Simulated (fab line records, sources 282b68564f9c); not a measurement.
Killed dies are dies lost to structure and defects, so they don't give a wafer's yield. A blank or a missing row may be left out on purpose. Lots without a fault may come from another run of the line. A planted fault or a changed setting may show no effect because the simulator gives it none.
One fault seen from 2 desks | flow rit_cmos | each desk has only its own numbers; what lay behind them comes last

THE TOOL OWNER'S DESK: implanter-03
The tool's own readings at RIT_NSD_IMPLANT_08: means of the sampled wafers that have a number, for each lot that ran on this tool. A lot is out of limits, marked OUT, if its mean lies more than 4 standard deviations from the usual mean; the brackets give that distance.
Columns: A = tilt_deg at RIT_NSD_IMPLANT_08, usual 7.002 degrees
lot  | first seen here | A
L479 | day 3 04:25     | 6.998
L489 | day 5 13:28     | -0.022 (-99 or more) OUT
L492 | day 5 23:08     | -0.017 (-99 or more) OUT
This desk's finding: out of limits on L489, L492; first on L489, day 5 13:28 (tilt_deg at RIT_NSD_IMPLANT_08). In limits: L479.

THE METROLOGY DESK
What the gauges read, lot by lot, whatever tool the lot ran on: means of the sampled wafers that have a number. A lot is out of limits, marked OUT, if its mean lies more than 4 standard deviations from the usual mean; the brackets give that distance.
Columns: A = NSD_TW at RIT_NSD_TW_MEAS_10, usual 3104; B = NSD_RS at RIT_SDANNEAL_RS_MEAS_05, usual 85.07 ohm/sq
lot  | first seen here | A              | B
L478 | day 3 01:36     | 3102           | 84.61
L479 | day 3 04:44     | 3102           | 84.97
L480 | day 3 09:01     | 3094           | 85.22
L481 | day 3 16:20     | 3130           | 85.20
L482 | day 3 23:37     | 3107           | 84.80
L483 | day 4 02:30     | 3118           | 85.19
L489 | day 5 13:45     | 2846 (-17) OUT | 80.55 (-16) OUT
L492 | day 5 23:27     | 2856 (-17) OUT | 81.10 (-14) OUT
L495 | day 6 15:18     | 3111           | 85.21
L496 | day 6 18:49     | 3104           | 85.11
L497 | day 6 23:22     | 3091           | 85.31
L498 | day 7 03:55     | 3110           | 84.89
L500 | day 7 14:47     | 3079           | 85.28
This desk's finding: out of limits on L489, L492; first on L489, day 5 13:45 (NSD_TW at RIT_NSD_TW_MEAS_10). In limits: L478, L479, L480, L481, L482, L483, L495, L496, L497, L498, L500.

PUT TOGETHER
The tool owner's desk could have raised an alarm at day 5 13:28, on L489, L492.
The metrology desk could have raised an alarm at day 5 13:45, on L489, L492.
Of the lots named, all ran RIT_NSD_IMPLANT_08 on implanter-03.

WHAT THE SIMULATOR HAD PUT IN
Process parameter drift: implanter-03, from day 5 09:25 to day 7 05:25, at RIT_NSD_IMPLANT_08. Setting tilt_deg, moved by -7, from 7. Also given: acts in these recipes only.
Lots struck among those shown: L489, L492.
Hours from the fault's start to each desk's first reading out of limits: the tool owner's desk, 4; the metrology desk, 4.
